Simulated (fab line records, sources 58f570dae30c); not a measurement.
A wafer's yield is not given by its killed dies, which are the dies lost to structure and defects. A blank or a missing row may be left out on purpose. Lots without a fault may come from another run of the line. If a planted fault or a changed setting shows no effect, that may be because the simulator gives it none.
Split-lot experiment || flow berkeley cmos170 || 23 wafers read from 5 lots, route of 331 steps

THE SPLIT
At UCB170_PSD_COAT_01 (resist thk 900 nm), the setting spin rpm was moved away from the recipe's 1500 rpm on 5 of the 23 wafers read, by -5.7% to -4.1%. This setting was run at the recipe's value on the other wafers.

The reading is taken at the split's own step.

THE READING
KrF_of_PSD_COAT_01.thk nm (the simulator's own value, which no gauge read), in nm, at UCB170_PSD_COAT_01 (resist thk 900 nm). The file gives no usual value for it. Average 900.0 nm, standard deviation 3.9 nm, over the 18 wafers here run with the recipe.

{"wafer": "L076.1", "tool, chamber at the split": "litho track-02, 0", "spin rpm as run, rpm": 1500, "against the recipe": "recipe", "KrF_of_PSD_COAT_01.thk nm, nm": 902.4, "against lot-mates on the recipe": "-"}
{"wafer": "L076.2", "tool, chamber at the split": "litho track-02, 0", "spin rpm as run, rpm": 1500, "against the recipe": "recipe", "KrF_of_PSD_COAT_01.thk nm, nm": 901.2, "against lot-mates on the recipe": "-"}
{"wafer": "L076.3", "tool, chamber at the split": "litho track-02, 0", "spin rpm as run, rpm": 1500, "against the recipe": "recipe", "KrF_of_PSD_COAT_01.thk nm, nm": 904, "against lot-mates on the recipe": "-"}
{"wafer": "L076.4", "tool, chamber at the split": "litho track-02, 0", "spin rpm as run, rpm": 1500, "against the recipe": "recipe", "KrF_of_PSD_COAT_01.thk nm, nm": 905.8, "against lot-mates on the recipe": "-"}
{"wafer": "L076.6", "tool, chamber at the split": "litho track-02, 0", "spin rpm as run, rpm": 1500, "against the recipe": "recipe", "KrF_of_PSD_COAT_01.thk nm, nm": 902.6, "against lot-mates on the recipe": "-"}
{"wafer": "L077.1", "tool, chamber at the split": "litho track-01, 0", "spin rpm as run, rpm": 1500, "against the recipe": "recipe", "KrF_of_PSD_COAT_01.thk nm, nm": 901.7, "against lot-mates on the recipe": "-"}
{"wafer": "L077.4", "tool, chamber at the split": "litho track-01, 0", "spin rpm as run, rpm": 1500, "against the recipe": "recipe", "KrF_of_PSD_COAT_01.thk nm, nm": 898.5, "against lot-mates on the recipe": "-"}
{"wafer": "L077.5", "tool, chamber at the split": "litho track-01, 0", "spin rpm as run, rpm": 1500, "against the recipe": "recipe", "KrF_of_PSD_COAT_01.thk nm, nm": 901.3, "against lot-mates on the recipe": "-"}
{"wafer": "L079.1", "tool, chamber at the split": "litho track-02, 0", "spin rpm as run, rpm": 1500, "against the recipe": "recipe", "KrF_of_PSD_COAT_01.thk nm, nm": 894.3, "against lot-mates on the recipe": "-"}
{"wafer": "L079.2", "tool, chamber at the split": "litho track-02, 0", "spin rpm as run, rpm": 1500, "against the recipe": "recipe", "KrF_of_PSD_COAT_01.thk nm, nm": 892.1, "against lot-mates on the recipe": "-"}
{"wafer": "L079.3", "tool, chamber at the split": "litho track-02, 0", "spin rpm as run, rpm": 1500, "against the recipe": "recipe", "KrF_of_PSD_COAT_01.thk nm, nm": 895.4, "against lot-mates on the recipe": "-"}
{"wafer": "L079.4", "tool, chamber at the split": "litho track-02, 0", "spin rpm as run, rpm": 1500, "against the recipe": "recipe", "KrF_of_PSD_COAT_01.thk nm, nm": 894.1, "against lot-mates on the recipe": "-"}
{"wafer": "L079.6", "tool, chamber at the split": "litho track-02, 0", "spin rpm as run, rpm": 1500, "against the recipe": "recipe", "KrF_of_PSD_COAT_01.thk nm, nm": 895.7, "against lot-mates on the recipe": "-"}
{"wafer": "L080.1", "tool, chamber at the split": "litho track-02, 0", "spin rpm as run, rpm": 1500, "against the recipe": "recipe", "KrF_of_PSD_COAT_01.thk nm, nm": 902.2, "against lot-mates on the recipe": "-"}
{"wafer": "L080.2", "tool, chamber at the split": "litho track-02, 0", "spin rpm as run, rpm": 1414, "against the recipe": "-5.7%", "KrF_of_PSD_COAT_01.thk nm, nm": 927.6, "against lot-mates on the recipe": "+24.6"}
{"wafer": "L080.3", "tool, chamber at the split": "litho track-02, 0", "spin rpm as run, rpm": 1414, "against the recipe": "-5.7%", "KrF_of_PSD_COAT_01.thk nm, nm": 925.7, "against lot-mates on the recipe": "+22.7"}
{"wafer": "L080.4", "tool, chamber at the split": "litho track-02, 0", "spin rpm as run, rpm": 1414, "against the recipe": "-5.7%", "KrF_of_PSD_COAT_01.thk nm, nm": 925, "against lot-mates on the recipe": "+22.0"}
{"wafer": "L080.5", "tool, chamber at the split": "litho track-02, 0", "spin rpm as run, rpm": 1500, "against the recipe": "recipe", "KrF_of_PSD_COAT_01.thk nm, nm": 903.8, "against lot-mates on the recipe": "-"}
{"wafer": "L082.1", "tool, chamber at the split": "litho track-02, 0", "spin rpm as run, rpm": 1500, "against the recipe": "recipe", "KrF_of_PSD_COAT_01.thk nm, nm": 902.5, "against lot-mates on the recipe": "-"}
{"wafer": "L082.2", "tool, chamber at the split": "litho track-02, 0", "spin rpm as run, rpm": 1438, "against the recipe": "-4.1%", "KrF_of_PSD_COAT_01.thk nm, nm": 919.4, "against lot-mates on the recipe": "+18.1"}
{"wafer": "L082.4", "tool, chamber at the split": "litho track-02, 0", "spin rpm as run, rpm": 1500, "against the recipe": "recipe", "KrF_of_PSD_COAT_01.thk nm, nm": 900, "against lot-mates on the recipe": "-"}
{"wafer": "L082.5", "tool, chamber at the split": "litho track-02, 0", "spin rpm as run, rpm": 1500, "against the recipe": "recipe", "KrF_of_PSD_COAT_01.thk nm, nm": 901.5, "against lot-mates on the recipe": "-"}
{"wafer": "L082.6", "tool, chamber at the split": "litho track-02, 0", "spin rpm as run, rpm": 1438, "against the recipe": "-4.1%", "KrF_of_PSD_COAT_01.thk nm, nm": 916.7, "against lot-mates on the recipe": "+15.4"}

THE FIT
A straight line over all 23 wafers: KrF_of_PSD_COAT_01.thk nm changes by -4.52 nm for each +1% of spin rpm; r = -0.94; the points scatter about the line by 3.6 nm.
The same after taking each lot's own level away (the mean of its wafers on the recipe; 23 wafers): -4.03 nm for each +1%; r = -0.99; scatter 1.3 nm.
The reading moves by 23 nm for the largest change in spin rpm, on that fit.
Across the lots, their own levels run from 894.32 to 903.20 nm, a range of 2.3 times the standard deviation given above.
Hence the slope depends on the lot-to-lot level, as the two fits are not the same.
Check: with one of the wafers moved furthest among these (-5.7%) left out of the fit, the line predicts +22.6 nm for it against its lot-mates. Against them it came out at +24.6 nm.

FURTHER SPLITS ON THESE WAFERS
Before the reading, these wafers also passed through other splits. Each is held against what the fit with the lots' levels taken away leaves over:
{"other split on the same wafers": "UCB170_GATE_COAT_07 spin rpm", "wafers away from the commonest value": 8, "r with KrF_of_PSD_COAT_01.thk nm (lot level and that fit taken away)": -0.08}
{"other split on the same wafers": "UCB170_PLDD_EXPOSE_03 dose mj", "wafers away from the commonest value": 8, "r with KrF_of_PSD_COAT_01.thk nm (lot level and that fit taken away)": "+0.24"}
{"other split on the same wafers": "UCB170_NLDD_COAT_01 resist thk nm", "wafers away from the commonest value": 9, "r with KrF_of_PSD_COAT_01.thk nm (lot level and that fit taken away)": -0.08}

FILE'S OWN FIT
KrF_of_PSD_COAT_01.thk nm changes by -4.03 nm for each +1% of spin rpm, r = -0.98.
